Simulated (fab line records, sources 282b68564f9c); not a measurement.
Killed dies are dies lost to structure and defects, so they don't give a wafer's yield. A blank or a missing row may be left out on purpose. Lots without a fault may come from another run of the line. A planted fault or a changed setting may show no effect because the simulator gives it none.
Split-lot experiment | flow rit_cmos | 5 lots, 23 wafers read, on a route of 202 steps

THE SPLIT
At RIT_NRETRO_IMPLANT_08, the setting dose_cm2 was moved away from the recipe's 1e+13 on 11 of the 23 wafers read, by -7.1% to +4.3%. The other wafers ran this setting at the recipe's value.

FROM THE SPLIT TO THE READING: what the file shows between them, 1 step
- RIT_NRETRO_STRIP_09: strips in O2, time 180 s

THE READING
NRETRO_TW, at RIT_NRETRO_TW_MEAS_10. Fault-free wafers of this fab line usually give 1046, standard deviation 6.7.

wafer  | tool, chamber at the split | dose_cm2 as run | against the recipe | NRETRO_TW | against lot-mates on the recipe
L076.1 | implanter-04, 0            | 1e+13           | recipe             | 1038      | -
L076.3 | implanter-04, 0            | 1e+13           | recipe             | 1039      | -
L076.6 | implanter-04, 0            | 1e+13           | recipe             | 1039      | -
L077.1 | implanter-03, 0            | 9.406e+12       | -5.9%              | 1028      | -13
L077.2 | implanter-03, 0            | 1e+13           | recipe             | 1041      | -
L077.3 | implanter-03, 0            | 1e+13           | recipe             | 1041      | -
L077.5 | implanter-03, 0            | 9.406e+12       | -5.9%              | 1028      | -13
L077.6 | implanter-03, 0            | 1e+13           | recipe             | 1041      | -
L081.1 | implanter-03, 0            | 1e+13           | recipe             | 1055      | -
L081.2 | implanter-03, 0            | 1.033e+13       | +3.3%              | 1059      | +3
L081.3 | implanter-03, 0            | 1.033e+13       | +3.3%              | 1064      | +8
L081.4 | implanter-03, 0            | 1.033e+13       | +3.3%              | 1066      | +10
L081.6 | implanter-03, 0            | 1e+13           | recipe             | 1057      | -
L082.2 | implanter-02, 0            | 1e+13           | recipe             | 1045      | -
L082.3 | implanter-02, 0            | 1.043e+13       | +4.3%              | 1064      | +17
L082.4 | implanter-02, 0            | 1.043e+13       | +4.3%              | 1065      | +18
L082.5 | implanter-02, 0            | 1e+13           | recipe             | 1049      | -
L082.6 | implanter-02, 0            | 1.043e+13       | +4.3%              | 1062      | +15
L085.1 | implanter-03, 0            | 9.294e+12       | -7.1%              | 1009      | -26
L085.3 | implanter-03, 0            | 1e+13           | recipe             | 1037      | -
L085.4 | implanter-03, 0            | 9.294e+12       | -7.1%              | 1012      | -24
L085.5 | implanter-03, 0            | 9.294e+12       | -7.1%              | 1015      | -20
L085.6 | implanter-03, 0            | 1e+13           | recipe             | 1034      | -

THE FIT
A straight line over all 23 wafers: NRETRO_TW changes by +4.28 for each +1% of dose_cm2; r = +0.93; the points scatter about the line by 6.4.
The same after taking each lot's own level away (the mean of its wafers on the recipe; 23 wafers): +3.05 for each +1%; r = +0.97; scatter 3.
On that fit, the largest move of dose_cm2 shifts the reading by 22.
The lots' own levels span 1035.5 to 1056.0, that is 3.1 times the standard deviation above.
So the lot-to-lot level changes the slope: the two fits differ.
Check: with one of the wafers moved furthest among these (-7.1%) left out of the fit, the line predicts -20 for it against its lot-mates. It came out at -26.5 against them.

OTHER SPLITS ON THESE WAFERS
These wafers also went through other splits before the reading. Each is held against what the fit with the lots' levels taken away leaves over:
other split on the same wafers    | wafers away from the commonest value | r with NRETRO_TW (lot level and that fit taken away)
RIT_ACTIVE_OXIDATION_01 ox_time_s | 15                                   | +0.19
RIT_ACTIVE_ETCH_13 over_etch_frac | 9                                    | +0.51
RIT_FOX1_OXIDATION_00 temp_c      | 15                                   | +0.52
RIT_NWELL_IMPLANT_08 dose_cm2     | 8                                    | -0.49
RIT_PWELL_COAT_01 spin_rpm        | 10                                   | -0.32
RIT_PWELL_HARDBAKE_07 temp_c      | 9                                    | -0.01

THE FILE'S OWN FIT
NRETRO_TW changes by +2.95 for each +1% of dose_cm2, r = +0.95.
